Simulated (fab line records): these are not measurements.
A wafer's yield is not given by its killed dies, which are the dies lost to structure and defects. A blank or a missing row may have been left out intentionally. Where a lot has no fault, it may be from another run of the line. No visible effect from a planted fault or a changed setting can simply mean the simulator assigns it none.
Problem report, 8D (eight disciplines) form, completed by code	flow berkeley-cmos170	the parts of the form that need people (team, actions taken, sign-off) are left out

1. WHAT IS WRONG
Mean of cd-nm at UCB170_M1_CD_MEAS_90: 713.2 nm across 5 wafers in 2 lots; on wafers with no fault it is 698.7 nm (standard deviation 2.9). That is +5.0 standard deviations from the usual mean.
The step: target cd 700 nm.
The first sign was on wafer L455.4 at day 12 03:04, on cd-sem-01. The record has a number at this step for 39 wafers belonging to 13 lots. Rule for "out", or "out of limits": more than 4 standard deviations from the usual mean. The rest of the wafers with a number are treated as sound.

2. WHAT THIS IS AND IS NOT
question	is	is not
which readings at this step	cd-nm	-
which lots	L453, L455	L440, L441, L442, L443, L444, L445, L447, L448, L451, L460, L461
which wafers of those lots	L453.1, L453.4, L453.6, L455.4, L455.5	L455.2
read on which gauges	cd-sem-01	cd-sem-02
when	from day 12 03:04	up to then (28 sound wafers); but 6 sound wafers of L460, L461 came after

3. SUSPECTS, AND WHAT RULES EACH OUT
Counting: any tool at a process step up to the reading remains a suspect provided it ran every lot that is out. Sound lots after the first of them don't rule it out here, since some wafers of a struck lot are sound.
- the gauge at UCB170_M1_CD_MEAS_90 is ruled out. All the wafers that are out were read on cd-sem-01, but those of them that UCB170_M1_METAL_ETCH_12 has rows for are out there too, on other tools.
- rie-metal-01 at UCB170_M1_METAL_ETCH_12 (etches Al in Cl2/BCl3, stops on PSG, target depth 780 nm, time 130 s): kept. It processed each lot that is out (first: L455, day 12 02:49); up to then, its last sound lot is L447 (day 11 01:35). Its own oes-product-au readings are out on those wafers.
- Within rie-metal-01 at UCB170_M1_METAL_ETCH_12, the wafers that are out were processed in chamber 0 and their sound lot-mates in chamber 1.
Left after counting: rie-metal-01 at UCB170_M1_METAL_ETCH_12.

4. THE CAUSE (what the simulator had put in)
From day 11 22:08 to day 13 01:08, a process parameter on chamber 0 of rie-metal-01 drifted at UCB170_M1_METAL_ETCH_12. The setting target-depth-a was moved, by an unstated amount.
After counting, this tool was the only one left.

5. SEQUENCE OF EFFECTS, ordered by route
Rows list readings where the struck wafers' mean (over those with a number) sits beyond 3 standard deviations from the usual. Only readings for which the record gives a usual standard deviation are gone through. hours: the time from each lot's start at the first step in this table that gives one to its start at this step, as a median over the lots. sigmas: the change in usual standard deviations.
hours	step	reading	usual	on struck wafers	change	sigmas
0	UCB170_M1_METAL_ETCH_12	oes-product-au	0.852 a.u.	0.989	+0.137	+11
0	UCB170_M1_CD_MEAS_90	cd-nm	698.7 nm	713.2	+14.5	+5.0
19	UCB170_M3_PROBE_99	defect-limited-yield	98.8 %	0.0	-98.8	-99 or more
19	UCB170_M3_PROBE_99	killed_at_M0_to_M3	0.8	261.4	+260.6	+99 or more
19	UCB170_M3_PROBE_99	killed-dies	3.2	264.0	+260.8	+99 or more
19	UCB170_M3_PROBE_99	killed-on-rim	1.1	70.0	+68.9	+63
19	UCB170_M3_PROBE_99	sort_bin_5_function	0.7 %	99.6	+98.9	+99 or more
19	UCB170_M3_PROBE_99	sort-n-pass	260.8	0.0	-260.8	-99 or more
19	UCB170_M3_PROBE_99	sort-yield-pct	98.8 %	0.0	-98.8	-99 or more
It contains these process steps:
- UCB170_M1_METAL_ETCH_12: etches Al in Cl2/BCl3, stops on PSG, target depth 780 nm, time 130 s.
- UCB170_M3_PROBE_99

6. HOW IT WOULD HAVE BEEN CAUGHT EARLIER
5 hours passed between the start of the fault at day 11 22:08 and the first reading out of limits at a measuring or inspecting step in this record, taken at day 12 03:04.
Tool's own readings at UCB170_M1_METAL_ETCH_12, oes-product-au: out on all struck wafers the step has rows for; an alarm limit on them would have tripped on the first.
Lots out: 2; of these, L453 started UCB170_M1_METAL_ETCH_12 on rie-metal-01 after day 12 03:04. Had the tool been put on hold then, it would have been spared.
